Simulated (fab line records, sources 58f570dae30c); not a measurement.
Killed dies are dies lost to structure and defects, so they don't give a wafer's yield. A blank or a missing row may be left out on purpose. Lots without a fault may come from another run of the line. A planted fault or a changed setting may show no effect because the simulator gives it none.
Split-lot experiment | flow berkeley_cmos170 | 5 lots, 23 wafers read, on a route of 331 steps

THE SPLIT
At UCB170_PLDD_STRIP_10 (strips in O2), the setting overash_fraction was moved away from the recipe's 0.5 on 6 of the 23 wafers read, by +15.3% to +25.3%. The other wafers ran this setting at the recipe's value.

The reading is taken at the split's own step.

THE READING
oes_product_au, in a.u., at UCB170_PLDD_STRIP_10 (strips in O2). Fault-free wafers of this fab line usually give 0.735 a.u., standard deviation 0.0043 a.u..

wafer  | tool, chamber at the split | overash_fraction as run | against the recipe | oes_product_au, a.u. | against lot-mates on the recipe
L076.1 | plasma_asher-03, 1         | 0.5                     | recipe             | 0.736                | -
L076.2 | plasma_asher-03, 0         | 0.5                     | recipe             | 0.726                | -
L076.3 | plasma_asher-03, 0         | 0.5                     | recipe             | 0.733                | -
L076.4 | plasma_asher-03, 1         | 0.5                     | recipe             | 0.736                | -
L076.5 | plasma_asher-03, 1         | 0.5                     | recipe             | 0.731                | -
L075.2 | plasma_asher-04, 1         | 0.6264                  | +25.3%             | 0.703                | -0.031
L075.3 | plasma_asher-04, 0         | 0.5                     | recipe             | 0.731                | -
L075.4 | plasma_asher-04, 1         | 0.5                     | recipe             | 0.732                | -
L075.5 | plasma_asher-04, 0         | 0.6264                  | +25.3%             | 0.693                | -0.041
L075.6 | plasma_asher-04, 1         | 0.5                     | recipe             | 0.738                | -
L079.1 | plasma_asher-03, 1         | 0.5                     | recipe             | 0.733                | -
L079.3 | plasma_asher-03, 0         | 0.5                     | recipe             | 0.734                | -
L079.4 | plasma_asher-03, 1         | 0.5959                  | +19.2%             | 0.713                | -0.021
L079.5 | plasma_asher-03, 0         | 0.5                     | recipe             | 0.734                | -
L079.6 | plasma_asher-03, 1         | 0.5959                  | +19.2%             | 0.710                | -0.024
L082.1 | plasma_asher-02, 0         | 0.5                     | recipe             | 0.735                | -
L082.3 | plasma_asher-02, 0         | 0.5                     | recipe             | 0.737                | -
L082.4 | plasma_asher-02, 1         | 0.5764                  | +15.3%             | 0.706                | -0.028
L082.5 | plasma_asher-02, 1         | 0.5                     | recipe             | 0.731                | -
L082.6 | plasma_asher-02, 0         | 0.5764                  | +15.3%             | 0.715                | -0.019
L084.2 | plasma_asher-03, 0         | 0.5                     | recipe             | 0.730                | -
L084.5 | plasma_asher-03, 1         | 0.5                     | recipe             | 0.736                | -
L084.6 | plasma_asher-03, 0         | 0.5                     | recipe             | 0.737                | -

THE FIT
A straight line over all 23 wafers: oes_product_au changes by -0.00135 a.u. for each +1% of overash_fraction; r = -0.96; the points scatter about the line by 0.0038 a.u..
The same after taking each lot's own level away (the mean of its wafers on the recipe; 23 wafers): -0.00136 a.u. for each +1%; r = -0.96; scatter 0.0037 a.u..
On that fit, the largest move of overash_fraction shifts the reading by 0.034 a.u..
The lots' own levels span 0.7324 to 0.7343 a.u., that is 0.4 times the standard deviation above.
So the lot-to-lot level changes the slope little: the two slopes agree.
Check: with one of the wafers moved furthest among these (+25.3%) left out of the fit, the line predicts -0.0358 a.u. for it against its lot-mates. It came out at -0.0307 a.u. against them.
Tool readings at the split's step, against how far the setting was moved: oes_product_au r = -0.96.

OTHER SPLITS ON THESE WAFERS
These wafers also went through other splits before the reading. Each is held against what the fit with the lots' levels taken away leaves over:
other split on the same wafers          | wafers away from the commonest value | r with oes_product_au (lot level and that fit taken away)
UCB170_NWELL_CVD_04 sih2cl2_flow_sccm   | 18                                   | +0.10
UCB170_WELLDRIVE_OXIDATION_01 ox_time_s | 15                                   | +0.24
UCB170_ACTIVE_CVD_05 temp_c             | 18                                   | -0.08
UCB170_ACTIVE_ETCH_15 rf_w              | 4                                    | +0.04
UCB170_PFIELD_IMPLANT_07 energy_kev     | 4                                    | -0.09
UCB170_PVT_IMPLANT_07 energy_kev        | 8                                    | +0.30
UCB170_GATE_CVD_04 sih4_flow_sccm       | 5                                    | +0.00
UCB170_GATE_ETCH_14 pressure_mtorr      | 18                                   | +0.13

THE FILE'S OWN FIT
oes_product_au changes by -0.00136 a.u. for each +1% of overash_fraction, r = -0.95.
